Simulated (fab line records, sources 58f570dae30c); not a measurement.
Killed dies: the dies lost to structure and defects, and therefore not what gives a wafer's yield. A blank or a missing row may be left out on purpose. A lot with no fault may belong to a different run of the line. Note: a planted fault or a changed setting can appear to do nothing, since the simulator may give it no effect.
Which tool is to blame? | flow berkeley-cmos170 | 12 lots, 36 wafers sampled, at 4 steps of a route of 331

WHAT THE GAUGES SHOWED, per wafer
UCB170_START_BOW_MEAS_00. Usual: INCOMING_BOW typically reads 1 um, with standard deviation 6.7.
lot  | measured    | on            | INCOMING_BOW (um) | flag
L339 | day 1 10:02 | film-metro-01 | -1 -8 6           |
L340 | day 1 15:00 | film-metro-02 | 9 5 10            |
L343 | day 2 06:00 | film-metro-03 | 6 3 -9            |
L344 | day 2 11:00 | film-metro-01 | -8 13 -3          |
L350 | day 3 17:01 | film-metro-03 | -3 -6 -3          |
L353 | day 4 08:00 | film-metro-01 | 5 -14 7           |
L354 | day 4 13:01 | film-metro-01 | -4 7 1            |
L355 | day 4 18:01 | film-metro-02 | 1 0 -8            |
L357 | day 5 04:00 | film-metro-02 | 0 15 11           |
L359 | day 5 14:01 | film-metro-01 | 10 2 11           |
L361 | day 6 00:00 | film-metro-02 | -13 3 -9          |
L362 | day 6 05:04 | film-metro-01 | -2 -6 5           |

UCB170_NVT_TW_MEAS_09. Usual: NVT_TW typically reads 523, with standard deviation 4.6.
lot  | measured     | on            | NVT_TW      | flag
L339 | day 6 10:24  | film-metro-04 | 517 516 514 |
L340 | day 6 10:20  | film-metro-01 | 526 526 527 |
L343 | day 7 12:56  | film-metro-01 | 525 525 527 |
L344 | day 7 14:08  | film-metro-01 | 30 30 30    | OFF
L350 | day 8 15:46  | film-metro-04 | 30 30 30    | OFF
L353 | day 9 10:11  | film-metro-04 | 519 520 516 |
L354 | day 9 18:00  | film-metro-01 | 524 526 525 |
L355 | day 10 03:22 | film-metro-04 | 515 516 518 |
L357 | day 10 03:23 | film-metro-01 | 524 526 528 |
L359 | day 10 18:23 | film-metro-03 | 528 526 526 |
L361 | day 11 06:32 | film-metro-01 | 525 528 528 |
L362 | day 11 13:43 | film-metro-04 | 518 520 516 |

UCB170_PSD_OVL_MEAS_07. Usual: PSD_OVL typically reads 0 nm, with standard deviation 5.3.
lot  | measured     | on         | PSD_OVL (nm) | flag
L339 | day 7 15:13  | overlay-02 | -10 -13 -1   |
L340 | day 7 15:22  | overlay-01 | 3 -10 3      |
L343 | day 8 17:22  | overlay-02 | -4 4 0       |
L344 | day 8 17:16  | overlay-01 | -3 8 4       |
L350 | day 10 00:43 | overlay-02 | -2 -4 2      |
L353 | day 10 16:58 | overlay-01 | 7 10 -7      |
L354 | day 11 01:53 | overlay-02 | 2 1 -3       |
L355 | day 11 10:06 | overlay-01 | -2 8 -1      |
L357 | day 11 10:11 | overlay-02 | 4 2 3        |
L359 | day 12 01:43 | overlay-01 | 3 -3 2       |
L361 | day 12 09:31 | overlay-02 | 1 -9 9       |
L362 | day 12 19:50 | overlay-02 | -5 -1 0      |

TOOL THAT RAN EACH LOT (tool first, then ch and the chambers of the sampled wafers, then the start)
lot  | UCB170_NVT_DEVELOP_05
L339 | litho-track-04 ch 0, day 6 10:00
L340 | litho-track-02 ch 0, day 6 09:00
L343 | litho-track-01 ch 0, day 7 12:00
L344 | litho-track-01 ch 0, day 7 13:00
L350 | litho-track-01 ch 0, day 8 15:00
L353 | litho-track-04 ch 0, day 9 09:00
L354 | litho-track-02 ch 0, day 9 17:00
L355 | litho-track-04 ch 0, day 10 02:00
L357 | litho-track-02 ch 0, day 10 02:00
L359 | litho-track-02 ch 0, day 10 17:00
L361 | litho-track-04 ch 0, day 11 06:00
L362 | litho-track-01 ch 0, day 11 13:00
- UCB170_NVT_DEVELOP_05: develop time 45 s.

AS READ BY THE TOOLS THEMSELVES (means over the sampled wafers that have a number; for cases with no such wafer, the mark the record gives instead)
The record holds no such reading with a usual standard deviation.

THE ANSWER, worked out from the rows above alone
Rule: a lot counts as off when the mean over its wafers that have a number is more than 3 standard deviations away from the usual mean. Also off: a lot with no number at a reading for which 4 or more lots have one. Where the step has rows for the other lots, those lots are counted as sound. Order of review: gauges by route order, followed by the tools' own readings, for which a lot's mean as printed above is used. The first step at which some lot is off is used, and at that step the reading that is off furthest; a lot without a number counts as furthest.
Off: at UCB170_NVT_TW_MEAS_09 (NVT_TW), L344, L350.
If a tool, at a process step before that reading, ran all the lots that are off and no sound lot after the first of them, it fits. Gauges at UCB170_NVT_TW_MEAS_09: tried the same way as those tools. No candidate that was tried fits.

WHAT HAD BEEN PUT IN BY THE SIMULATOR
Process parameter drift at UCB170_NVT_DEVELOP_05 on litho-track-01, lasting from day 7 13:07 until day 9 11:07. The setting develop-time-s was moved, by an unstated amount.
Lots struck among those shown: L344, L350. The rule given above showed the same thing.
